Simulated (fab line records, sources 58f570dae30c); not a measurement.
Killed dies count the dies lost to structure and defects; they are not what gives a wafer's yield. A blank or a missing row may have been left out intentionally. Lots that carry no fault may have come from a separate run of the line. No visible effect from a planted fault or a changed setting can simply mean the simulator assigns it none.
fab line records :: flow berkeley_cmos170
record
  lots=14
  wafers=42
  last_day=12
route steps=331 shown PWELL@39
lots that met no fault: from a run of the same line without faults
start_h: hours from the record's first day to the start of the lot's first wafer shown :: wait_h: hours elapsed since this lot's preceding step :: " same as the row above :: L1.1+2: a row that stands for several wafers :: - value missing, or start not given :: * or withheld: withheld :: < > ~ a bound
route shown NAME@n: NAME is a module with steps in the file, n the number in the route of the first one :: usual: mean/standard deviation of fault-free wafers :: same: alike in all rows :: chamber/n: place in a boat :: sites: readings site by site :: _std_site: their standard deviation :: _edge_site: outer sites' mean less inner sites' :: radius_mm: for every site, how far away it sits from the centre of the wafer :: mask NAME#n: copy n :: behind: the last tool/chamber to shape the wafer :: hold: reason for holding the lot/hours on hold/outcome of the hold :: device: transistor that didn't switch, given as n, p or np :: end of line: tests of these same wafers at the route's end :: a step with no rows: only its recipe :: killed: at the first sort, the dies lost to defects and structure; wafer yield is something else :: map: a wafer's dies, x killed, . not, _ none there
set.NAME: the run value of the setting; set.NAME@STEP: its run value at that earlier step :: model.NAME: the simulator's own value behind a step, which no gauge read
a sample of lots followed through the steps of the route, with each step as a table and each wafer as a row
services: when a tool's chamber went out of use (start_h, in hours from the record's first day, below 0 if earlier), for how many hours, and the reason
## steps
# step UCB170_PWELL_CVD_05
# recipe
  material=Si3N4
  target_thk_nm=220
  temp_c=800
  precursor=SiH2Cl2/NH3
  time_s=3300
  pressure_mtorr=200
  sih2cl2_flow_sccm=25
  nh3_flow_sccm=75
# usual
  pressure_mtorr=200.0/0.35
  spike_tc_source_C=821.5/2.9
lot.wafer: L620.2
tool: lpcvd-02
chamber: 1
start_h: 55.62
wait_h: 1.9
pressure_mtorr: 199.4
spike_tc_source_C: 823.0

lot.wafer: L620.5
tool: lpcvd-02
chamber: 1
start_h: 55.62
wait_h: 1.9
pressure_mtorr: 200.1
spike_tc_source_C: 823.9

lot.wafer: L620.6
tool: lpcvd-02
chamber: 1
start_h: 55.62
wait_h: 1.9
pressure_mtorr: 199.5
spike_tc_source_C: 823.6

lot.wafer: L621.1
tool: lpcvd-02
chamber: 1
start_h: 62.29
wait_h: 0.0
pressure_mtorr: 199.9
spike_tc_source_C: 822.6

lot.wafer: L621.3
tool: lpcvd-02
chamber: 1
start_h: 62.29
wait_h: 0.0
pressure_mtorr: 199.9
spike_tc_source_C: 823.2

lot.wafer: L621.4
tool: lpcvd-02
chamber: 1
start_h: 62.29
wait_h: 0.0
pressure_mtorr: 199.8
spike_tc_source_C: 823.7

lot.wafer: L622.1
tool: lpcvd-02
chamber: 0
start_h: 62.29
wait_h: 0.0
pressure_mtorr: 199.5
spike_tc_source_C: 817.8

lot.wafer: L622.4
tool: lpcvd-02
chamber: 0
start_h: 62.29
wait_h: 0.0
pressure_mtorr: 201.1
spike_tc_source_C: 818.0

lot.wafer: L622.6
tool: lpcvd-02
chamber: 0
start_h: 62.29
wait_h: 0.0
pressure_mtorr: 200.3
spike_tc_source_C: 816.1

lot.wafer: L623.3
tool: lpcvd-02
chamber: 1
start_h: 62.29
wait_h: 0.0
pressure_mtorr: 199.3
spike_tc_source_C: 824.4

lot.wafer: L623.4
tool: lpcvd-02
chamber: 1
start_h: 62.29
wait_h: 0.0
pressure_mtorr: 199.5
spike_tc_source_C: 823.8

lot.wafer: L623.6
tool: lpcvd-02
chamber: 1
start_h: 62.29
wait_h: 0.0
pressure_mtorr: 200.0
spike_tc_source_C: 824.3

lot.wafer: L624.2
tool: lpcvd-01
chamber: 0
start_h: 76.03
wait_h: 0.9
pressure_mtorr: 199.8
spike_tc_source_C: 821.3

lot.wafer: L624.4
tool: lpcvd-01
chamber: 0
start_h: 76.03
wait_h: 0.9
pressure_mtorr: 200.4
spike_tc_source_C: 820.5

lot.wafer: L624.6
tool: lpcvd-01
chamber: 0
start_h: 76.03
wait_h: 0.9
pressure_mtorr: 199.9
spike_tc_source_C: 822.8

lot.wafer: L626.1
tool: lpcvd-02
chamber: 1
start_h: 82.20
wait_h: 0.0
pressure_mtorr: 200.1
spike_tc_source_C: 822.9

lot.wafer: L626.2
tool: lpcvd-02
chamber: 1
start_h: 82.20
wait_h: 0.0
pressure_mtorr: 199.8
spike_tc_source_C: 824.3

lot.wafer: L626.6
tool: lpcvd-02
chamber: 1
start_h: 82.20
wait_h: 0.0
pressure_mtorr: 200.4
spike_tc_source_C: 824.6

lot.wafer: L627.3
tool: lpcvd-02
chamber: 0
start_h: 95.96
wait_h: 3.8
pressure_mtorr: 199.1
spike_tc_source_C: 816.3

lot.wafer: L627.4
tool: lpcvd-02
chamber: 0
start_h: 95.96
wait_h: 3.8
pressure_mtorr: 199.6
spike_tc_source_C: 816.9

lot.wafer: L627.6
tool: lpcvd-02
chamber: 0
start_h: 95.96
wait_h: 3.8
pressure_mtorr: 200.0
spike_tc_source_C: 815.4

lot.wafer: L630.3
tool: lpcvd-01
chamber: 0
start_h: 105.14
wait_h: 0.0
pressure_mtorr: 199.8
spike_tc_source_C: 822.7

lot.wafer: L630.4
tool: lpcvd-01
chamber: 0
start_h: 105.14
wait_h: 0.0
pressure_mtorr: 200.3
spike_tc_source_C: 821.4

lot.wafer: L630.6
tool: lpcvd-01
chamber: 0
start_h: 105.14
wait_h: 0.0
pressure_mtorr: 200.2
spike_tc_source_C: 822.9

lot.wafer: L631.2
tool: lpcvd-01
chamber: 1
start_h: 113.10
wait_h: 0.0
pressure_mtorr: 240.2
spike_tc_source_C: 822.2

lot.wafer: L631.3
tool: lpcvd-01
chamber: 1
start_h: 113.10
wait_h: 0.0
pressure_mtorr: 240.3
spike_tc_source_C: 822.1

lot.wafer: L631.5
tool: lpcvd-01
chamber: 1
start_h: 113.10
wait_h: 0.0
pressure_mtorr: 239.8
spike_tc_source_C: 820.6

lot.wafer: L632.2
tool: lpcvd-01
chamber: 0
start_h: 113.10
wait_h: 0.0
pressure_mtorr: 239.7
spike_tc_source_C: 822.8

lot.wafer: L632.3
tool: lpcvd-01
chamber: 0
start_h: 113.10
wait_h: 0.0
pressure_mtorr: 239.4
spike_tc_source_C: 822.8

lot.wafer: L632.4
tool: lpcvd-01
chamber: 0
start_h: 113.10
wait_h: 0.0
pressure_mtorr: 239.5
spike_tc_source_C: 821.8

lot.wafer: L639.3
tool: lpcvd-02
chamber: 1
start_h: 159.41
wait_h: 0.0
pressure_mtorr: 200.0
spike_tc_source_C: 823.0

lot.wafer: L639.4
tool: lpcvd-02
chamber: 1
start_h: 159.41
wait_h: 0.0
pressure_mtorr: 199.8
spike_tc_source_C: 822.6

lot.wafer: L639.5
tool: lpcvd-02
chamber: 1
start_h: 159.41
wait_h: 0.0
pressure_mtorr: 199.8
spike_tc_source_C: 823.7

lot.wafer: L640.3
tool: lpcvd-02
chamber: 1
start_h: 159.41
wait_h: 0.0
pressure_mtorr: 200.0
spike_tc_source_C: 824.7

lot.wafer: L640.4
tool: lpcvd-02
chamber: 1
start_h: 159.41
wait_h: 0.0
pressure_mtorr: 199.5
spike_tc_source_C: 823.9

lot.wafer: L640.6
tool: lpcvd-02
chamber: 1
start_h: 159.41
wait_h: 0.0
pressure_mtorr: 199.7
spike_tc_source_C: 824.6

lot.wafer: L641.1
tool: lpcvd-02
chamber: 1
start_h: 159.41
wait_h: 0.0
pressure_mtorr: 200.1
spike_tc_source_C: 821.8

lot.wafer: L641.4
tool: lpcvd-02
chamber: 1
start_h: 159.41
wait_h: 0.0
pressure_mtorr: 199.9
spike_tc_source_C: 824.6

lot.wafer: L641.5
tool: lpcvd-02
chamber: 1
start_h: 159.41
wait_h: 0.0
pressure_mtorr: 199.9
spike_tc_source_C: 824.0

lot.wafer: L642.1
tool: lpcvd-02
chamber: 1
start_h: 159.41
wait_h: 0.0
pressure_mtorr: 200.7
spike_tc_source_C: 824.7

lot.wafer: L642.2
tool: lpcvd-02
chamber: 1
start_h: 159.41
wait_h: 0.0
pressure_mtorr: 200.1
spike_tc_source_C: 822.7

lot.wafer: L642.6
tool: lpcvd-02
chamber: 1
start_h: 159.41
wait_h: 0.0
pressure_mtorr: 200.3
spike_tc_source_C: 822.8
# step UCB170_PWELL_THK_MEAS_06
# recipe
  reads=Si3N4_of_PWELL_CVD_05
# usual
  PWELL_NITRIDE_THK=219.6/1.6
lot.wafer: L620.2
tool: film_metro-02
chamber: -
start_h: 57.54
wait_h: 0.0
PWELL_NITRIDE_THK[nm]: 217.6

lot.wafer: L620.5
tool: film_metro-02
chamber: -
start_h: 57.54
wait_h: 0.0
PWELL_NITRIDE_THK[nm]: 217.4

lot.wafer: L620.6
tool: film_metro-02
chamber: -
start_h: 57.54
wait_h: 0.0
PWELL_NITRIDE_THK[nm]: 220.1

lot.wafer: L621.1
tool: film_metro-02
chamber: -
start_h: 64.21
wait_h: 0.0
PWELL_NITRIDE_THK[nm]: 217.4

lot.wafer: L621.3
tool: film_metro-02
chamber: -
start_h: 64.21
wait_h: 0.0
PWELL_NITRIDE_THK[nm]: 216.9

lot.wafer: L621.4
tool: film_metro-02
chamber: -
start_h: 64.21
wait_h: 0.0
PWELL_NITRIDE_THK[nm]: 217.7

lot.wafer: L622.1
tool: film_metro-01
chamber: -
start_h: 64.21
wait_h: 0.0
PWELL_NITRIDE_THK[nm]: 218.1

lot.wafer: L622.4
tool: film_metro-01
chamber: -
start_h: 64.21
wait_h: 0.0
PWELL_NITRIDE_THK[nm]: 219.8

lot.wafer: L622.6
tool: film_metro-01
chamber: -
start_h: 64.21
wait_h: 0.0
PWELL_NITRIDE_THK[nm]: 221.6

lot.wafer: L623.3
tool: film_metro-03
chamber: -
start_h: 64.23
wait_h: 0.0
PWELL_NITRIDE_THK[nm]: 221.3

lot.wafer: L623.4
tool: film_metro-03
chamber: -
start_h: 64.23
wait_h: 0.0
PWELL_NITRIDE_THK[nm]: 223.1

lot.wafer: L623.6
tool: film_metro-03
chamber: -
start_h: 64.23
wait_h: 0.0
PWELL_NITRIDE_THK[nm]: 220.5

lot.wafer: L624.2
tool: film_metro-03
chamber: -
start_h: 77.95
wait_h: 0.0
PWELL_NITRIDE_THK[nm]: 221.0

lot.wafer: L624.4
tool: film_metro-03
chamber: -
start_h: 77.95
wait_h: 0.0
PWELL_NITRIDE_THK[nm]: 219.3

lot.wafer: L624.6
tool: film_metro-03
chamber: -
start_h: 77.95
wait_h: 0.0
PWELL_NITRIDE_THK[nm]: 219.9

lot.wafer: L626.1
tool: film_metro-03
chamber: -
start_h: 84.11
wait_h: 0.0
PWELL_NITRIDE_THK[nm]: 220.3

lot.wafer: L626.2
tool: film_metro-03
chamber: -
start_h: 84.11
wait_h: 0.0
PWELL_NITRIDE_THK[nm]: 219.5

lot.wafer: L626.6
tool: film_metro-03
chamber: -
start_h: 84.11
wait_h: 0.0
PWELL_NITRIDE_THK[nm]: 221.6

lot.wafer: L627.3
tool: film_metro-02
chamber: -
start_h: 97.90
wait_h: 0.0
PWELL_NITRIDE_THK[nm]: 218.9

lot.wafer: L627.4
tool: film_metro-02
chamber: -
start_h: 97.90
wait_h: 0.0
PWELL_NITRIDE_THK[nm]: 220.8

lot.wafer: L627.6
tool: film_metro-02
chamber: -
start_h: 97.90
wait_h: 0.0
PWELL_NITRIDE_THK[nm]: 219.3

lot.wafer: L630.3
tool: film_metro-02
chamber: -
start_h: 107.08
wait_h: 0.0
PWELL_NITRIDE_THK[nm]: 222.6

lot.wafer: L630.4
tool: film_metro-02
chamber: -
start_h: 107.08
wait_h: 0.0
PWELL_NITRIDE_THK[nm]: 221.2

lot.wafer: L630.6
tool: film_metro-02
chamber: -
start_h: 107.08
wait_h: 0.0
PWELL_NITRIDE_THK[nm]: 220.2

lot.wafer: L632.2
tool: film_metro-02
chamber: -
start_h: 115.02
wait_h: 0.0
PWELL_NITRIDE_THK[nm]: 233.7

lot.wafer: L632.3
tool: film_metro-02
chamber: -
start_h: 115.02
wait_h: 0.0
PWELL_NITRIDE_THK[nm]: 233.1

lot.wafer: L632.4
tool: film_metro-02
chamber: -
start_h: 115.02
wait_h: 0.0
PWELL_NITRIDE_THK[nm]: 232.7

lot.wafer: L631.2
tool: film_metro-01
chamber: -
start_h: 115.04
wait_h: 0.0
PWELL_NITRIDE_THK[nm]: 233.2

lot.wafer: L631.3
tool: film_metro-01
chamber: -
start_h: 115.04
wait_h: 0.0
PWELL_NITRIDE_THK[nm]: 233.1

lot.wafer: L631.5
tool: film_metro-01
chamber: -
start_h: 115.04
wait_h: 0.0
PWELL_NITRIDE_THK[nm]: 232.7

lot.wafer: L641.1
tool: film_metro-03
chamber: -
start_h: 161.33
wait_h: 0.0
PWELL_NITRIDE_THK[nm]: 219.8

lot.wafer: L641.4
tool: film_metro-03
chamber: -
start_h: 161.33
wait_h: 0.0
PWELL_NITRIDE_THK[nm]: 219.4

lot.wafer: L641.5
tool: film_metro-03
chamber: -
start_h: 161.33
wait_h: 0.0
PWELL_NITRIDE_THK[nm]: 219.1

lot.wafer: L639.3
tool: film_metro-01
chamber: -
start_h: 161.35
wait_h: 0.0
PWELL_NITRIDE_THK[nm]: 218.3

lot.wafer: L639.4
tool: film_metro-01
chamber: -
start_h: 161.35
wait_h: 0.0
PWELL_NITRIDE_THK[nm]: 217.1

lot.wafer: L639.5
tool: film_metro-01
chamber: -
start_h: 161.35
wait_h: 0.0
PWELL_NITRIDE_THK[nm]: 217.2

lot.wafer: L640.3
tool: film_metro-02
chamber: -
start_h: 161.35
wait_h: 0.0
PWELL_NITRIDE_THK[nm]: 216.6

lot.wafer: L640.4
tool: film_metro-02
chamber: -
start_h: 161.35
wait_h: 0.0
PWELL_NITRIDE_THK[nm]: 218.7

lot.wafer: L640.6
tool: film_metro-02
chamber: -
start_h: 161.35
wait_h: 0.0
PWELL_NITRIDE_THK[nm]: 217.5

lot.wafer: L642.1
tool: film_metro-03
chamber: -
start_h: 161.39
wait_h: 0.1
PWELL_NITRIDE_THK[nm]: 218.2

lot.wafer: L642.2
tool: film_metro-03
chamber: -
start_h: 161.39
wait_h: 0.1
PWELL_NITRIDE_THK[nm]: 219.7

lot.wafer: L642.6
tool: film_metro-03
chamber: -
start_h: 161.39
wait_h: 0.1
PWELL_NITRIDE_THK[nm]: 219.0
# step UCB170_PWELL_ETCH_14
# recipe
  chemistry=CH3F/Ar/O2
  target=Si3N4
  stop_on=SiO2
  CH3F_flow_sccm=20
  Ar_flow_sccm=50
  O2_flow_sccm=7
  pressure_mtorr=50
  rf_w=450
  target_depth_a=2420
  over_etch_frac=0.1
  time_s=151
# usual
  chamber_pressure_mTorr=50.00/0.044
  drypump_motor_current_A=5.7/0.48
  oes_product_au=0.931/0.014
  throttle_valve_pct=8.02/0.15
lot.wafer: L620.2
tool: rie_diel-02
chamber: 1
start_h: 58.85
wait_h: 0.0
chamber_pressure_mTorr: 49.98
drypump_motor_current_A: 5.6
oes_product_au: 0.918
rf_hours_counter_h: 84
throttle_valve_pct: 7.96

lot.wafer: L620.5
tool: rie_diel-02
chamber: 0
start_h: 58.85
wait_h: 0.0
chamber_pressure_mTorr: 49.99
drypump_motor_current_A: 5.1
oes_product_au: 0.914
rf_hours_counter_h: -
throttle_valve_pct: 8.24

lot.wafer: L620.6
tool: rie_diel-02
chamber: 3
start_h: 58.85
wait_h: 0.0
chamber_pressure_mTorr: 50.06
drypump_motor_current_A: 6.3
oes_product_au: 0.936
rf_hours_counter_h: -
throttle_valve_pct: 7.80

lot.wafer: L621.1
tool: rie_diel-04
chamber: 3
start_h: 65.48
wait_h: 0.0
chamber_pressure_mTorr: 49.99
drypump_motor_current_A: 5.6
oes_product_au: 0.917
rf_hours_counter_h: 111
throttle_valve_pct: 7.96

lot.wafer: L621.3
tool: rie_diel-04
chamber: 0
start_h: 65.48
wait_h: 0.0
chamber_pressure_mTorr: 49.97
drypump_motor_current_A: 6.0
oes_product_au: 0.946
rf_hours_counter_h: 14
throttle_valve_pct: 8.06

lot.wafer: L621.4
tool: rie_diel-04
chamber: 2
start_h: 65.48
wait_h: 0.0
chamber_pressure_mTorr: 50.08
drypump_motor_current_A: 5.6
oes_product_au: 0.925
rf_hours_counter_h: 11
throttle_valve_pct: 7.93

lot.wafer: L622.1
tool: rie_diel-02
chamber: 0
start_h: 65.75
wait_h: 0.0
chamber_pressure_mTorr: 50.09
drypump_motor_current_A: 5.0
oes_product_au: 0.902
rf_hours_counter_h: 50
throttle_valve_pct: 8.24

lot.wafer: L622.4
tool: rie_diel-02
chamber: 3
start_h: 65.75
wait_h: 0.0
chamber_pressure_mTorr: 50.01
drypump_motor_current_A: 6.3
oes_product_au: 0.933
rf_hours_counter_h: 99
throttle_valve_pct: 7.78

lot.wafer: L622.6
tool: rie_diel-02
chamber: 1
start_h: 65.75
wait_h: 0.0
chamber_pressure_mTorr: 49.96
drypump_motor_current_A: 5.6
oes_product_au: 0.921
rf_hours_counter_h: -
throttle_valve_pct: 7.96

lot.wafer: L623.3
tool: rie_diel-03
chamber: 0
start_h: 65.76
wait_h: 0.0
chamber_pressure_mTorr: 49.99
drypump_motor_current_A: 6.2
oes_product_au: 0.947
rf_hours_counter_h: 139
throttle_valve_pct: 8.07

lot.wafer: L623.4
tool: rie_diel-03
chamber: 1
start_h: 65.76
wait_h: 0.0
chamber_pressure_mTorr: 50.06
drypump_motor_current_A: 5.6
oes_product_au: 0.938
rf_hours_counter_h: 13
throttle_valve_pct: 7.90

lot.wafer: L623.6
tool: rie_diel-03
chamber: 3
start_h: 65.76
wait_h: 0.0
chamber_pressure_mTorr: 50.00
drypump_motor_current_A: 5.0
oes_product_au: 0.942
rf_hours_counter_h: -
throttle_valve_pct: 8.22

lot.wafer: L624.2
tool: rie_diel-02
chamber: 3
start_h: 78.88
wait_h: 0.0
chamber_pressure_mTorr: 49.98
drypump_motor_current_A: 6.3
oes_product_au: 0.930
rf_hours_counter_h: 100
throttle_valve_pct: 7.80

lot.wafer: L624.4
tool: rie_diel-02
chamber: 2
start_h: 78.88
wait_h: 0.0
chamber_pressure_mTorr: 50.04
drypump_motor_current_A: 6.6
oes_product_au: 0.932
rf_hours_counter_h: 1
throttle_valve_pct: 8.12

lot.wafer: L624.6
tool: rie_diel-02
chamber: 1
start_h: 78.88
wait_h: 0.0
chamber_pressure_mTorr: 50.03
drypump_motor_current_A: 5.6
oes_product_au: 0.928
rf_hours_counter_h: -
throttle_valve_pct: 7.96

lot.wafer: L626.1
tool: rie_diel-04
chamber: 3
start_h: 85.55
wait_h: 0.0
chamber_pressure_mTorr: 49.99
drypump_motor_current_A: 5.6
oes_product_au: 0.921
rf_hours_counter_h: 112
throttle_valve_pct: 7.97

lot.wafer: L626.2
tool: rie_diel-04
chamber: 0
start_h: 85.55
wait_h: 0.0
chamber_pressure_mTorr: 49.96
drypump_motor_current_A: 6.1
oes_product_au: 0.945
rf_hours_counter_h: 15
throttle_valve_pct: 8.07

lot.wafer: L626.6
tool: rie_diel-04
chamber: 2
start_h: 85.55
wait_h: 0.0
chamber_pressure_mTorr: 50.01
drypump_motor_current_A: 5.5
oes_product_au: 0.934
rf_hours_counter_h: -
throttle_valve_pct: 7.94

lot.wafer: L627.3
tool: rie_diel-03
chamber: 3
start_h: 99.07
wait_h: 0.0
chamber_pressure_mTorr: 49.95
drypump_motor_current_A: 5.0
oes_product_au: 0.943
rf_hours_counter_h: 30
throttle_valve_pct: 8.19

lot.wafer: L627.4
tool: rie_diel-03
chamber: 2
start_h: 99.07
wait_h: 0.0
chamber_pressure_mTorr: 50.02
drypump_motor_current_A: 5.5
oes_product_au: 0.940
rf_hours_counter_h: 96
throttle_valve_pct: 8.17

lot.wafer: L627.6
tool: rie_diel-03
chamber: 1
start_h: 99.07
wait_h: 0.0
chamber_pressure_mTorr: 49.98
drypump_motor_current_A: 5.7
oes_product_au: 0.924
rf_hours_counter_h: -
throttle_valve_pct: 7.89

lot.wafer: L630.3
tool: rie_diel-03
chamber: 3
start_h: 108.80
wait_h: 0.0
chamber_pressure_mTorr: 50.06
drypump_motor_current_A: 5.0
oes_product_au: 0.952
rf_hours_counter_h: 31
throttle_valve_pct: 8.22

lot.wafer: L630.4
tool: rie_diel-03
chamber: 1
start_h: 108.80
wait_h: 0.0
chamber_pressure_mTorr: 50.08
drypump_motor_current_A: 5.6
oes_product_au: 0.936
rf_hours_counter_h: 15
throttle_valve_pct: 7.90

lot.wafer: L630.6
tool: rie_diel-03
chamber: 1
start_h: 108.80
wait_h: 0.0
chamber_pressure_mTorr: 50.05
drypump_motor_current_A: 5.6
oes_product_au: 0.936
rf_hours_counter_h: -
throttle_valve_pct: 7.91

lot.wafer: L632.2
tool: rie_diel-04
chamber: 0
start_h: 116.08
wait_h: 0.0
chamber_pressure_mTorr: 50.02
drypump_motor_current_A: 6.0
oes_product_au: 0.990
rf_hours_counter_h: 16
throttle_valve_pct: 8.07

lot.wafer: L632.3
tool: rie_diel-04
chamber: 2
start_h: 116.08
wait_h: 0.0
chamber_pressure_mTorr: 49.99
drypump_motor_current_A: 5.6
oes_product_au: 0.965
rf_hours_counter_h: 13
throttle_valve_pct: 7.95

lot.wafer: L632.4
tool: rie_diel-04
chamber: 1
start_h: 116.08
wait_h: 0.0
chamber_pressure_mTorr: 49.95
drypump_motor_current_A: 6.4
oes_product_au: 0.993
rf_hours_counter_h: 80
throttle_valve_pct: 7.98

lot.wafer: L631.2
tool: rie_diel-02
chamber: 3
start_h: 116.32
wait_h: 0.0
chamber_pressure_mTorr: 49.98
drypump_motor_current_A: 6.2
oes_product_au: 0.962
rf_hours_counter_h: 102
throttle_valve_pct: 7.77

lot.wafer: L631.3
tool: rie_diel-02
chamber: 0
start_h: 116.32
wait_h: 0.0
chamber_pressure_mTorr: 49.98
drypump_motor_current_A: 5.0
oes_product_au: 0.936
rf_hours_counter_h: 53
throttle_valve_pct: 8.25

lot.wafer: L631.5
tool: rie_diel-02
chamber: 2
start_h: 116.32
wait_h: 0.0
chamber_pressure_mTorr: 50.01
drypump_motor_current_A: 6.6
oes_product_au: 0.970
rf_hours_counter_h: -
throttle_valve_pct: 8.10

lot.wafer: L641.1
tool: rie_diel-03
chamber: 1
start_h: 162.60
wait_h: 0.0
chamber_pressure_mTorr: 50.01
drypump_motor_current_A: 5.6
oes_product_au: 0.925
rf_hours_counter_h: 17
throttle_valve_pct: 7.90

lot.wafer: L641.4
tool: rie_diel-03
chamber: 2
start_h: 162.60
wait_h: 0.0
chamber_pressure_mTorr: 49.97
drypump_motor_current_A: 5.5
oes_product_au: 0.939
rf_hours_counter_h: 99
throttle_valve_pct: 8.17

lot.wafer: L641.5
tool: rie_diel-03
chamber: 1
start_h: 162.60
wait_h: 0.0
chamber_pressure_mTorr: 49.97
drypump_motor_current_A: 5.6
oes_product_au: 0.928
rf_hours_counter_h: -
throttle_valve_pct: 7.91

lot.wafer: L640.3
tool: rie_diel-02
chamber: 3
start_h: 162.68
wait_h: 0.0
chamber_pressure_mTorr: 49.97
drypump_motor_current_A: 6.3
oes_product_au: 0.925
rf_hours_counter_h: 104
throttle_valve_pct: 7.80

lot.wafer: L640.4
tool: rie_diel-02
chamber: 1
start_h: 162.68
wait_h: 0.0
chamber_pressure_mTorr: 49.91
drypump_motor_current_A: 5.5
oes_product_au: 0.924
rf_hours_counter_h: -
throttle_valve_pct: 7.96

lot.wafer: L640.6
tool: rie_diel-02
chamber: 0
start_h: 162.68
wait_h: 0.0
chamber_pressure_mTorr: 49.98
drypump_motor_current_A: 5.0
oes_product_au: 0.901
rf_hours_counter_h: -
throttle_valve_pct: 8.25

lot.wafer: L639.3
tool: rie_diel-03
chamber: 0
start_h: 162.88
wait_h: 0.0
chamber_pressure_mTorr: 50.09
drypump_motor_current_A: 6.2
oes_product_au: 0.948
rf_hours_counter_h: 142
throttle_valve_pct: 8.08

lot.wafer: L639.4
tool: rie_diel-03
chamber: 3
start_h: 162.88
wait_h: 0.0
chamber_pressure_mTorr: 49.89
drypump_motor_current_A: 5.0
oes_product_au: 0.931
rf_hours_counter_h: 32
throttle_valve_pct: 8.22

lot.wafer: L639.5
tool: rie_diel-03
chamber: 0
start_h: 162.88
wait_h: 0.0
chamber_pressure_mTorr: 49.96
drypump_motor_current_A: 6.2
oes_product_au: 0.941
rf_hours_counter_h: -
throttle_valve_pct: 8.08

lot.wafer: L642.1
tool: rie_diel-02
chamber: 1
start_h: 162.96
wait_h: 0.0
chamber_pressure_mTorr: 50.00
drypump_motor_current_A: 5.6
oes_product_au: 0.923
rf_hours_counter_h: 90
throttle_valve_pct: 7.96

lot.wafer: L642.2
tool: rie_diel-02
chamber: 0
start_h: 162.96
wait_h: 0.0
chamber_pressure_mTorr: 49.99
drypump_motor_current_A: 5.1
oes_product_au: 0.903
rf_hours_counter_h: 56
throttle_valve_pct: 8.22

lot.wafer: L642.6
tool: rie_diel-02
chamber: 0
start_h: 162.96
wait_h: 0.0
chamber_pressure_mTorr: 49.99
drypump_motor_current_A: 5.1
oes_product_au: 0.909
rf_hours_counter_h: -
throttle_valve_pct: 8.25
## services
tool: rie_diel-03
chamber: 2
start_h: 51.30
hours: 4.1
kind: repair

tool: rie_diel-03
chamber: 0
start_h: 51.31
hours: 4.1
kind: repair

tool: rie_diel-02
chamber: 2
start_h: 58.34
hours: 5.1
kind: repair

tool: rie_diel-03
chamber: -
start_h: 105.17
hours: 1.0
kind: repair

tool: lpcvd-02
chamber: -
start_h: 111.50
hours: 6.1
kind: pm

tool: rie_diel-03
chamber: 0
start_h: 122.94
hours: 2.6
kind: repair

tool: rie_diel-02
chamber: 2
start_h: 135.53
hours: 74.5
kind: repair
## key
first_sign
  step=UCB170_PWELL_CVD_05
  reading=pressure_mtorr
  direction=up
  sigmas=99+
  usual=200.0
  struck=239.8
effect
  step=UCB170_PWELL_THK_MEAS_06
  reading=PWELL_NITRIDE_THK
  direction=up
  sigmas=8.6
  usual=219.6
  struck=233.1
effect
  step=UCB170_PWELL_ETCH_14
  reading=oes_product_au
  direction=up
  sigmas=2.7
  usual=0.931
  struck=0.969
met_at UCB170_PWELL_CVD_05
struck_lots L631,L632
tester_left_out L631,L632
onset_between 105.14 113.10
fault
  kind=process_parameter_drift
  tool=lpcvd-01
  chamber=-
  onset_h=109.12
  steps=UCB170_PWELL_CVD_05
  channel=pressure_mtorr
  offset=40
  shape=step
  end_h=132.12
  acts_in=these_recipes_only
  stated=200
# tester_left_out: of these lots the tester's yield and bins aren't shown, on N5 and GAA mostly nor the transistor test; their killed dies are dies lost to structure and defects alone, not to doping, threshold or leakage, so they don't give the yield
